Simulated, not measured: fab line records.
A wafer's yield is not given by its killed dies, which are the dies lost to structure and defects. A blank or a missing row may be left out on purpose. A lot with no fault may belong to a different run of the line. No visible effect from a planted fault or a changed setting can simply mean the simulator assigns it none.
Comparing a struck lot with a sound one + flow berkeley-cmos170 + 15 steps out of a route of 331
Sound: wafers L594.1, L594.2, L594.5. Wafers L598.2, L598.4, L598.5 were the ones struck. The cause is named last.
Each step with rows lists, per side, the tool, then ch with its chambers, then its first start. Under that, the readings that differ: sound wafers + struck wafers + difference of the means + sigmas: that difference in standard deviations of wafers without a fault.
alike: readings with means less than 2 such deviations apart, plus words and numbers identical on both sides. not compared: withheld readings, readings lacking a value on some wafer, bounds such as >300 that could conceal the same value, and numbers that have no deviation in the record and whose values overlap.
The two part at a step that has a row with sigmas, a row that says differs or no value, or rows on one side only. Numbers that have no deviation but don't overlap get no sigmas and don't part them. Lack of a reading on every wafer of one side parts them only where that side has two or more wafers.

UCB170_SPACER_CVD_00: deposits SiO2 from TEOS/O2, target thk 376 nm, time 47 s.
  sound on pecvd-04 ch 0,1,2, day 7 19:27; struck on pecvd-04 ch 1,2, day 8 03:38
  alike: heater-power-w
UCB170_SPACER_THK_MEAS_01:
  sound on film-metro-04 at day 7 19:29; struck on film-metro-01 at day 8 03:41
  alike: SPACER_TEOS_THK
then, 1 step without rows for these wafers: UCB170_SPACER_ANNEAL_02 (time 1800 s).
UCB170_SPACER_ETCHBACK_03: etches SiO2 in CHF3/CF4/Ar, stops on Si, target depth 376 nm, time 100 s.
  sound on rie-diel-02 ch 0,2,3, day 8 01:08; struck on rie-diel-02 ch 1,3, day 8 07:14
  alike: drypump-motor-current-A, mfc-ar-sccm, oes-product-au, throttle-valve-pct
  not compared: rf-hours-counter-h
then, 6 steps without rows for these wafers: UCB170_PSD_HMDS_00 (prime time 60 s); UCB170_PSD_COAT_01 (resist thk 900 nm); UCB170_PSD_SOFTBAKE_02 (time 60 s); UCB170_PSD_EXPOSE_03 (exposes mask PSELECT MOD, target cd 1200 nm); UCB170_PSD_PEB_04; UCB170_PSD_DEVELOP_05 (develop time 45 s).
UCB170_PSD_CD_MEAS_06: the cd target is 1200 nm.
  sound on cd-sem-02 at day 8 02:13; struck on cd-sem-02 at day 8 08:45
  alike: cd-nm
UCB170_PSD_OVL_MEAS_07:
  sound on overlay-02 at day 8 02:20; struck on overlay-01 at day 8 08:52
  alike: PSD_OVL
UCB170_PSD_IMPLANT_08:
  sound on implanter-03 ch 0, day 8 02:22; struck on implanter-03 ch 0, day 8 08:55
| reading                   | sound                | struck               | difference | sigmas |
|---------------------------|----------------------|----------------------|------------|--------|
| beam-energy-keV           | 20.003 20.011 19.991 | 20.199 20.193 20.197 | +0.195     | +29    |
| model.implant.drp-nm (nm) | 28.34 28.34 28.34    | 28.53 28.53 28.53    | +0.19      |        |
UCB170_PSD_STRIP_09: strips in O2.
  sound on plasma-asher-04 ch 0,1, day 8 02:31; struck on plasma-asher-01 ch 0,1, day 8 09:02
  alike: drypump-motor-current-A, oes-product-au, strip-time-to-endpoint-s
  not compared: rf-hours-counter-h
next, for these wafers, 1 step has no rows: UCB170_M3_PROBE_99.

== WHERE THEY PART ==
Within this record, at UCB170_PSD_IMPLANT_08 only. Later steps at which nothing parts them and some readings are alike: UCB170_PSD_STRIP_09.

WHY: what had been put in by the simulator
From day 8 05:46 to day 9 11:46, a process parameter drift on implanter-03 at UCB170_PSD_IMPLANT_08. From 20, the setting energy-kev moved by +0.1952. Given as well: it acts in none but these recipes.
